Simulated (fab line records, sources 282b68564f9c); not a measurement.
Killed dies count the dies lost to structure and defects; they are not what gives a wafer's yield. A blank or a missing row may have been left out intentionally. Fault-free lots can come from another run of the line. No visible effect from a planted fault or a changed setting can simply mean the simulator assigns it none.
fab line records :: flow rit-cmos
record:
  lots: 15
  wafers: 45
  last-day: 7
route steps=202 shown SILICIDE@161 M1@202
lots that met no fault: from a run of the same line without faults
start-h: start of the lot's first displayed wafer, in hours after the record's first day :: wait-h: hours elapsed since this lot's preceding step :: " the same as in the row above :: L1.1+2: a single row standing in for several wafers :: - no value, or no start given :: * or withheld: withheld :: < > ~ a bound
route shown NAME@n: NAME is a module with steps in the file, n the number in the route of the first one :: usual: average and standard deviation across the fault-free wafers :: same: alike in all rows :: chamber/n: place in a boat :: sites: the reading at each site :: _std_site: standard deviation across them :: _edge_site: mean of outer sites minus mean of inner sites :: radius-mm: for every site, how far away it sits from the centre of the wafer :: mask NAME#n: copy n :: behind: the most recent tool/chamber to have shaped the wafer :: hold: reason for holding the lot/hours on hold/outcome of the hold :: device: transistor that didn't switch, given as n, p or np :: end of line: the route-end tests of the same wafers :: where a step has no rows: the recipe by itself :: killed: count of dies lost to structure and defects at first sort (not the wafer's yield) :: map: a wafer's dies, x killed, . not, _ none there
set.NAME: setting as actually run; set.NAME@STEP: the setting as run at that earlier step :: model.NAME: the simulator's own value behind a step, which no gauge read
the route's steps for a sample of lots (tables are steps, rows are wafers)
services: when a tool's chamber went out of use (start-h, in hours from the record's first day, below 0 if earlier), for how many hours, and the reason
== steps ==
step: RIT_SILICIDE_WET_ETCH_00
recipe:
  chemistry: BOE
  target: SiO2
  target-depth-nm: 14
  time-s: 15.5
  dry: n2-spin
  dilution: 10:1
  temp-c: 21.5
lot.wafer: L708.1+2+4
tool: wet-bench-03
chamber: 2
start-h: 55.12
wait-h: 0.1

lot.wafer: L709.3+4+5
tool: wet-bench-01
chamber: 2
start-h: 59.38
wait-h: 0.1

lot.wafer: L711.1+4+5
tool: wet-bench-03
chamber: 2
start-h: 74.13
wait-h: 0.1

lot.wafer: L712.2+4+5
tool: wet-bench-03
chamber: 2
start-h: 77.01
wait-h: 0.1

lot.wafer: L713.3+4+5
tool: wet-bench-03
chamber: 3
start-h: 82.16
wait-h: 0.1

lot.wafer: L714.1+3+5
tool: wet-bench-02
chamber: 2
start-h: 85.82
wait-h: 0.1

lot.wafer: L715.1+3+6
tool: wet-bench-02
chamber: 3
start-h: 96.47
wait-h: 0.1

lot.wafer: L716.1+4+6
tool: wet-bench-03
chamber: 1
start-h: 104.52
wait-h: 0.1

lot.wafer: L718.4+5+6
tool: wet-bench-03
chamber: 3
start-h: 112.25
wait-h: 0.0

lot.wafer: L719.2+3+4
tool: wet-bench-03
chamber: 2
start-h: 112.67
wait-h: 0.1

lot.wafer: L724.1+2+5
tool: wet-bench-02
chamber: 0
start-h: 137.89
wait-h: 0.1

lot.wafer: L726.1+4+5
tool: wet-bench-01
chamber: 2
start-h: 145.88
wait-h: 0.1

lot.wafer: L728.1+2+5
tool: wet-bench-01
chamber: 1
start-h: 155.14
wait-h: 0.1

lot.wafer: L729.2+3+5
tool: wet-bench-02
chamber: 2
start-h: 161.42
wait-h: 0.1

lot.wafer: L730.1+2+4
tool: wet-bench-02
chamber: 3
start-h: 165.00
wait-h: 0.1
step: RIT_M1_PROBE_99
usual:
  killed-at-contacts: 0.1/0.27
  killed-at-front-end: 7/3
  killed-dies: 7.0/3
  killed-on-rim: 1.8/1.4
  killed-open: 3.5/2.1
  killed-short: 3.4/1.9
same:
  gross-dies: 264
  killed_at_M0_to_M3: 0
  killed_at_M4_up: 0
  killed-at-back-side: 0
  killed-at-other: 0
lot.wafer: L708.1
tool: prober-01
chamber: -
start-h: 62.54
wait-h: 0.1
killed-at-contacts: 0
killed-at-front-end: 2
killed-dies: 2
killed-on-rim: 0
killed-open: 0
killed-short: 2

lot.wafer: L708.2
tool: prober-01
chamber: -
start-h: 62.59
wait-h: 0.1
killed-at-contacts: 0
killed-at-front-end: 8
killed-dies: 8
killed-on-rim: 1
killed-open: 8
killed-short: 0

lot.wafer: L708.4
tool: prober-01
chamber: -
start-h: 62.69
wait-h: 0.2
killed-at-contacts: 0
killed-at-front-end: 11
killed-dies: 11
killed-on-rim: 3
killed-open: 3
killed-short: 8

lot.wafer: L709.3
tool: prober-01
chamber: -
start-h: 66.23
wait-h: 0.2
killed-at-contacts: 0
killed-at-front-end: 3
killed-dies: 3
killed-on-rim: 1
killed-open: 1
killed-short: 2

lot.wafer: L709.4
tool: prober-01
chamber: -
start-h: 66.28
wait-h: 0.2
killed-at-contacts: 0
killed-at-front-end: 7
killed-dies: 7
killed-on-rim: 3
killed-open: 6
killed-short: 1

lot.wafer: L709.5
tool: prober-01
chamber: -
start-h: 66.33
wait-h: 0.2
killed-at-contacts: 0
killed-at-front-end: 4
killed-dies: 4
killed-on-rim: 0
killed-open: 0
killed-short: 4

lot.wafer: L711.1
tool: prober-01
chamber: -
start-h: 81.23
wait-h: 0.1
killed-at-contacts: 0
killed-at-front-end: 3
killed-dies: 3
killed-on-rim: 0
killed-open: 2
killed-short: 1

lot.wafer: L711.4
tool: prober-01
chamber: -
start-h: 81.38
wait-h: 0.2
killed-at-contacts: 0
killed-at-front-end: 5
killed-dies: 5
killed-on-rim: 1
killed-open: 3
killed-short: 2

lot.wafer: L711.5
tool: prober-01
chamber: -
start-h: 81.43
wait-h: 0.2
killed-at-contacts: 0
killed-at-front-end: 4
killed-dies: 4
killed-on-rim: 1
killed-open: 1
killed-short: 3

lot.wafer: L712.2
tool: prober-02
chamber: -
start-h: 84.07
wait-h: 0.1
killed-at-contacts: 0
killed-at-front-end: 11
killed-dies: 11
killed-on-rim: 1
killed-open: 5
killed-short: 5

lot.wafer: L712.4
tool: prober-02
chamber: -
start-h: 84.17
wait-h: 0.2
killed-at-contacts: 0
killed-at-front-end: 10
killed-dies: 10
killed-on-rim: 4
killed-open: 1
killed-short: 8

lot.wafer: L712.5
tool: prober-02
chamber: -
start-h: 84.22
wait-h: 0.2
killed-at-contacts: 0
killed-at-front-end: 10
killed-dies: 10
killed-on-rim: 4
killed-open: 5
killed-short: 5

lot.wafer: L713.3
tool: prober-01
chamber: -
start-h: 89.17
wait-h: 0.2
killed-at-contacts: 0
killed-at-front-end: 7
killed-dies: 7
killed-on-rim: 0
killed-open: 2
killed-short: 5

lot.wafer: L713.4
tool: prober-01
chamber: -
start-h: 89.22
wait-h: 0.2
killed-at-contacts: 0
killed-at-front-end: 4
killed-dies: 4
killed-on-rim: 1
killed-open: 1
killed-short: 3

lot.wafer: L713.5
tool: prober-01
chamber: -
start-h: 89.27
wait-h: 0.2
killed-at-contacts: 0
killed-at-front-end: 2
killed-dies: 2
killed-on-rim: 1
killed-open: 2
killed-short: 0

lot.wafer: L714.1
tool: prober-02
chamber: -
start-h: 95.29
wait-h: 0.1
killed-at-contacts: 0
killed-at-front-end: 12
killed-dies: 12
killed-on-rim: 2
killed-open: 5
killed-short: 7

lot.wafer: L714.3
tool: prober-02
chamber: -
start-h: 95.39
wait-h: 0.2
killed-at-contacts: 0
killed-at-front-end: 9
killed-dies: 9
killed-on-rim: 5
killed-open: 4
killed-short: 5

lot.wafer: L714.5
tool: prober-02
chamber: -
start-h: 95.49
wait-h: 0.2
killed-at-contacts: 0
killed-at-front-end: 2
killed-dies: 2
killed-on-rim: 0
killed-open: 1
killed-short: 1

lot.wafer: L715.1
tool: prober-01
chamber: -
start-h: 103.67
wait-h: 0.1
killed-at-contacts: 0
killed-at-front-end: 10
killed-dies: 10
killed-on-rim: 4
killed-open: 7
killed-short: 3

lot.wafer: L715.3
tool: prober-01
chamber: -
start-h: 103.77
wait-h: 0.2
killed-at-contacts: 0
killed-at-front-end: 7
killed-dies: 7
killed-on-rim: 2
killed-open: 2
killed-short: 5

lot.wafer: L715.6
tool: prober-01
chamber: -
start-h: 103.92
wait-h: 0.2
killed-at-contacts: 0
killed-at-front-end: 3
killed-dies: 3
killed-on-rim: 0
killed-open: 1
killed-short: 2

lot.wafer: L716.1
tool: prober-02
chamber: -
start-h: 111.70
wait-h: 0.1
killed-at-contacts: 0
killed-at-front-end: 29
killed-dies: 29
killed-on-rim: 9
killed-open: 2
killed-short: 3

lot.wafer: L716.4
tool: prober-02
chamber: -
start-h: 111.85
wait-h: 0.2
killed-at-contacts: 1
killed-at-front-end: 30
killed-dies: 31
killed-on-rim: 12
killed-open: 4
killed-short: 3

lot.wafer: L716.6
tool: prober-02
chamber: -
start-h: 111.95
wait-h: 0.2
killed-at-contacts: 0
killed-at-front-end: 34
killed-dies: 34
killed-on-rim: 10
killed-open: 3
killed-short: 4

lot.wafer: L718.4
tool: prober-02
chamber: -
start-h: 119.55
wait-h: 0.2
killed-at-contacts: 0
killed-at-front-end: 20
killed-dies: 20
killed-on-rim: 10
killed-open: 2
killed-short: 0

lot.wafer: L718.5
tool: prober-02
chamber: -
start-h: 119.60
wait-h: 0.2
killed-at-contacts: 0
killed-at-front-end: 17
killed-dies: 17
killed-on-rim: 9
killed-open: 2
killed-short: 0

lot.wafer: L718.6
tool: prober-02
chamber: -
start-h: 119.65
wait-h: 0.2
killed-at-contacts: 0
killed-at-front-end: 21
killed-dies: 21
killed-on-rim: 11
killed-open: 0
killed-short: 5

lot.wafer: L719.2
tool: prober-01
chamber: -
start-h: 120.35
wait-h: 0.1
killed-at-contacts: 0
killed-at-front-end: 42
killed-dies: 42
killed-on-rim: 3
killed-open: 5
killed-short: 1

lot.wafer: L719.3
tool: prober-01
chamber: -
start-h: 120.40
wait-h: 0.2
killed-at-contacts: 1
killed-at-front-end: 37
killed-dies: 38
killed-on-rim: 1
killed-open: 2
killed-short: 2

lot.wafer: L719.4
tool: prober-01
chamber: -
start-h: 120.45
wait-h: 0.2
killed-at-contacts: 0
killed-at-front-end: 40
killed-dies: 40
killed-on-rim: 2
killed-open: 5
killed-short: 1

lot.wafer: L724.1
tool: prober-02
chamber: -
start-h: 144.79
wait-h: 0.1
killed-at-contacts: 0
killed-at-front-end: 10
killed-dies: 10
killed-on-rim: 3
killed-open: 6
killed-short: 4

lot.wafer: L724.2
tool: prober-02
chamber: -
start-h: 144.84
wait-h: 0.1
killed-at-contacts: 0
killed-at-front-end: 4
killed-dies: 4
killed-on-rim: 1
killed-open: 1
killed-short: 3

lot.wafer: L724.5
tool: prober-02
chamber: -
start-h: 144.99
wait-h: 0.2
killed-at-contacts: 0
killed-at-front-end: 6
killed-dies: 6
killed-on-rim: 1
killed-open: 5
killed-short: 1

lot.wafer: L726.1
tool: prober-02
chamber: -
start-h: 153.30
wait-h: 0.1
killed-at-contacts: 0
killed-at-front-end: 3
killed-dies: 3
killed-on-rim: 1
killed-open: 2
killed-short: 1

lot.wafer: L726.4
tool: prober-02
chamber: -
start-h: 153.45
wait-h: 0.2
killed-at-contacts: 0
killed-at-front-end: 5
killed-dies: 5
killed-on-rim: 0
killed-open: 1
killed-short: 4

lot.wafer: L726.5
tool: prober-02
chamber: -
start-h: 153.50
wait-h: 0.2
killed-at-contacts: 0
killed-at-front-end: 8
killed-dies: 8
killed-on-rim: 1
killed-open: 5
killed-short: 3

lot.wafer: L728.1
tool: prober-02
chamber: -
start-h: 163.67
wait-h: 0.1
killed-at-contacts: 0
killed-at-front-end: 10
killed-dies: 10
killed-on-rim: 5
killed-open: 4
killed-short: 6

lot.wafer: L728.2
tool: prober-02
chamber: -
start-h: 163.72
wait-h: 0.1
killed-at-contacts: 0
killed-at-front-end: 5
killed-dies: 5
killed-on-rim: 2
killed-open: 2
killed-short: 3

lot.wafer: L728.5
tool: prober-02
chamber: -
start-h: 163.87
wait-h: 0.2
killed-at-contacts: 0
killed-at-front-end: 7
killed-dies: 7
killed-on-rim: 1
killed-open: 3
killed-short: 4

lot.wafer: L729.2
tool: prober-01
chamber: -
start-h: 168.47
wait-h: 0.1
killed-at-contacts: 0
killed-at-front-end: 7
killed-dies: 7
killed-on-rim: 0
killed-open: 4
killed-short: 3

lot.wafer: L729.3
tool: prober-01
chamber: -
start-h: 168.52
wait-h: 0.2
killed-at-contacts: 0
killed-at-front-end: 6
killed-dies: 6
killed-on-rim: 2
killed-open: 3
killed-short: 3

lot.wafer: L729.5
tool: prober-01
chamber: -
start-h: 168.62
wait-h: 0.2
killed-at-contacts: 0
killed-at-front-end: 7
killed-dies: 7
killed-on-rim: 0
killed-open: 4
killed-short: 3

lot.wafer: L730.1
tool: prober-02
chamber: -
start-h: 171.77
wait-h: 0.1
killed-at-contacts: 0
killed-at-front-end: 5
killed-dies: 5
killed-on-rim: 3
killed-open: 2
killed-short: 3

lot.wafer: L730.2
tool: prober-02
chamber: -
start-h: 171.82
wait-h: 0.1
killed-at-contacts: 0
killed-at-front-end: 4
killed-dies: 4
killed-on-rim: 3
killed-open: 2
killed-short: 2

lot.wafer: L730.4
tool: prober-02
chamber: -
start-h: 171.92
wait-h: 0.2
killed-at-contacts: 0
killed-at-front-end: 9
killed-dies: 9
killed-on-rim: 1
killed-open: 3
killed-short: 6
killed by level:class
L708.1 GATE:geometric-particle:short=1 SILICIDE:geometric-particle:short=1
L708.2 GATE:geometric-particle:open=4 REOX:geometric-particle:open=2 FOX1:geometric-particle:open=1 SILICIDE:geometric-particle:open=1
L708.4 SILICIDE:geometric-particle:short=3 GATE:geometric-particle:open=2 GATE:geometric-particle:short=2 SPACER:geometric-particle:short=2 FOX2:geometric-particle:short=1 FOX2:geometric-particle:open=1
L709.3 GATE:geometric-particle:short=1 SPACER:geometric-particle:open=1 SILICIDE:geometric-particle:short=1
L709.4 SILICIDE:geometric-particle:open=3 GATE:geometric-particle:open=1 REOX:geometric-particle:open=1 REOX:geometric-particle:short=1 SPACER:geometric-particle:open=1
L709.5 GATE:geometric-particle:short=3 SILICIDE:geometric-particle:short=1
L711.1 FOX1:geometric-particle:open=1 GATE:geometric-particle:open=1 SPACER:geometric-particle:short=1
L711.4 FOX1:geometric-particle:open=2 FOX1:geometric-particle:short=1 REOX:geometric-particle:short=1 SPACER:geometric-particle:open=1
L711.5 SILICIDE:geometric-particle:short=2 REOX:geometric-particle:short=1 REOX:geometric-particle:open=1
L712.2 GATE:geometric-particle:open=2 SPACER:geometric-particle:short=2 SPACER:geometric-particle:open=2 FOX2:geometric-particle:short=1 GATE:geometric-particle:short=1 SILICIDE:geometric-particle:short=1 SILICIDE:geometric-particle:open=1 PRETRO:coat-microbubble-printed=1
L712.4 SPACER:geometric-particle:short=3 SILICIDE:geometric-particle:short=2 FOX1:geometric-particle:short=1 GATE:geometric-particle:short=1 REOX:geometric-particle:short=1 SPACER:geometric-particle:open=1 PRETRO:coat-microbubble-printed=1
L712.5 REOX:geometric-particle:short=2 SPACER:geometric-particle:open=2 SILICIDE:geometric-particle:open=2 FOX2:geometric-particle:open=1 GATE:geometric-particle:short=1 SPACER:geometric-particle:short=1 SILICIDE:geometric-particle:short=1
L713.3 GATE:geometric-particle:short=3 SILICIDE:geometric-particle:short=2 GATE:geometric-particle:open=1 REOX:geometric-particle:open=1
L713.4 REOX:geometric-particle:short=3 GATE:geometric-particle:open=1
L713.5 SPACER:geometric-particle:open=2
L714.1 GATE:geometric-particle:open=3 SPACER:geometric-particle:short=3 FOX1:geometric-particle:short=1 FOX2:geometric-particle:short=1 GATE:geometric-particle:short=1 SPACER:geometric-particle:open=1 SILICIDE:geometric-particle:short=1 SILICIDE:geometric-particle:open=1
L714.3 FOX1:geometric-particle:short=2 REOX:geometric-particle:open=2 FOX1:geometric-particle:open=1 FOX2:geometric-particle:open=1 GATE:geometric-particle:short=1 REOX:geometric-particle:short=1 SPACER:geometric-particle:short=1
L714.5 FOX2:geometric-particle:short=1 SPACER:geometric-particle:open=1
L715.1 GATE:geometric-particle:open=3 SILICIDE:geometric-particle:open=3 FOX1:geometric-particle:short=1 FOX2:geometric-particle:open=1 GATE:geometric-particle:short=1 REOX:geometric-particle:short=1
L715.3 REOX:geometric-particle:short=3 FOX2:geometric-particle:short=1 GATE:geometric-particle:short=1 REOX:geometric-particle:open=1 SPACER:geometric-particle:open=1
L715.6 GATE:geometric-particle:open=1 GATE:geometric-particle:short=1 SPACER:geometric-particle:short=1
L716.1 SILICIDE:unspecified=24 GATE:geometric-particle:short=2 GATE:geometric-particle:open=1 SILICIDE:geometric-particle:short=1 SILICIDE:geometric-particle:open=1
L716.4 SILICIDE:unspecified=24 FOX1:geometric-particle:short=1 FOX1:geometric-particle:open=1 FOX2:geometric-particle:open=1 GATE:geometric-particle:short=1 REOX:geometric-particle:open=1 SILICIDE:geometric-particle:open=1 CONTACT:geometric-particle:short=1
L716.6 SILICIDE:unspecified=27 FOX1:geometric-particle:open=1 FOX1:geometric-particle:short=1 GATE:geometric-particle:open=1 GATE:geometric-particle:short=1 SPACER:geometric-particle:short=1 SPACER:geometric-particle:open=1 SILICIDE:geometric-particle:short=1
L718.4 SILICIDE:unspecified=18 FOX1:geometric-particle:open=1 REOX:geometric-particle:open=1
L718.5 SILICIDE:unspecified=15 GATE:geometric-particle:open=1 SILICIDE:geometric-particle:open=1
L718.6 SILICIDE:unspecified=16 FOX1:geometric-particle:short=1 GATE:geometric-particle:short=1 REOX:geometric-particle:short=1 SPACER:geometric-particle:short=1 SILICIDE:geometric-particle:short=1
L719.2 SILICIDE:unspecified=36 SPACER:geometric-particle:open=3 FOX2:geometric-particle:short=1 GATE:geometric-particle:open=1 SILICIDE:geometric-particle:open=1
L719.3 SILICIDE:unspecified=34 FOX1:geometric-particle:open=1 GATE:geometric-particle:open=1 SPACER:geometric-particle:short=1 CONTACT:geometric-particle:short=1
L719.4 SILICIDE:unspecified=34 FOX1:geometric-particle:open=2 GATE:geometric-particle:open=2 FOX1:geometric-particle:short=1 REOX:geometric-particle:open=1
L724.1 GATE:geometric-particle:open=4 GATE:geometric-particle:short=2 FOX2:geometric-particle:short=1 FOX2:geometric-particle:open=1 REOX:geometric-particle:short=1 SILICIDE:geometric-particle:open=1
L724.2 GATE:geometric-particle:short=2 SPACER:geometric-particle:open=1 SILICIDE:geometric-particle:short=1
L724.5 FOX2:geometric-particle:open=2 GATE:geometric-particle:open=2 FOX2:geometric-particle:short=1 REOX:geometric-particle:open=1
L726.1 REOX:geometric-particle:open=1 SPACER:geometric-particle:open=1 SILICIDE:geometric-particle:short=1
L726.4 GATE:geometric-particle:short=3 FOX2:geometric-particle:short=1 GATE:geometric-particle:open=1
L726.5 FOX1:geometric-particle:short=2 GATE:geometric-particle:open=2 FOX1:geometric-particle:open=1 FOX2:geometric-particle:open=1 SPACER:geometric-particle:open=1 SILICIDE:geometric-particle:short=1
L728.1 GATE:geometric-particle:short=2 FOX1:geometric-particle:open=1 FOX1:geometric-particle:short=1 FOX2:geometric-particle:short=1 FOX2:geometric-particle:open=1 GATE:geometric-particle:open=1 REOX:geometric-particle:short=1 REOX:geometric-particle:open=1
L728.2 GATE:geometric-particle:open=2 GATE:geometric-particle:short=2 SILICIDE:geometric-particle:short=1
L728.5 GATE:geometric-particle:open=3 REOX:geometric-particle:short=2 GATE:geometric-particle:short=1 SPACER:geometric-particle:short=1
L729.2 GATE:geometric-particle:open=3 GATE:geometric-particle:short=1 REOX:geometric-particle:short=1 SPACER:geometric-particle:open=1 SPACER:geometric-particle:short=1
L729.3 FOX1:geometric-particle:short=1 GATE:geometric-particle:open=1 REOX:geometric-particle:short=1 SPACER:geometric-particle:open=1 SILICIDE:geometric-particle:short=1 SILICIDE:geometric-particle:open=1
L729.5 FOX2:geometric-particle:open=2 GATE:geometric-particle:short=2 GATE:geometric-particle:open=2 FOX2:geometric-particle:short=1
L730.1 GATE:geometric-particle:open=2 GATE:geometric-particle:short=1 REOX:geometric-particle:short=1 SPACER:geometric-particle:short=1
L730.2 GATE:geometric-particle:open=2 SPACER:geometric-particle:short=2
L730.4 GATE:geometric-particle:short=4 SILICIDE:geometric-particle:short=2 GATE:geometric-particle:open=1 REOX:geometric-particle:open=1 SILICIDE:geometric-particle:open=1
== services ==
tool: wet-bench-03
chamber: -
start-h: 146.75
hours: 5.7
kind: repair
== key ==
first-sign:
  step: RIT_M1_PROBE_99
  reading: killed-dies
  direction: up
  sigmas: 7.8
  usual: 7.0
  struck: 30.2
effect:
  step: RIT_M1_PROBE_99
  reading: killed-at-front-end
  direction: up
  sigmas: 7.7
  usual: 7
  struck: 30
met-at RIT_SILICIDE_WET_ETCH_00
struck-lots L716,L718,L719
tester-left-out L716,L718,L719
onset-between 82.16 104.52
fault:
  kind: chamber-particle-source
  tool: wet-bench-03
  chamber: -
  onset-h: 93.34
  steps: RIT_SILICIDE_WET_ETCH_00
  rate-per-visit-cm2: 0.86436
  end-h: 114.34
tester-left-out: of these lots the tester's yield and bins aren't shown, on N5 and GAA mostly nor the transistor test; their killed dies are dies lost to structure and defects alone, not to doping, threshold or leakage, so they don't give the yield
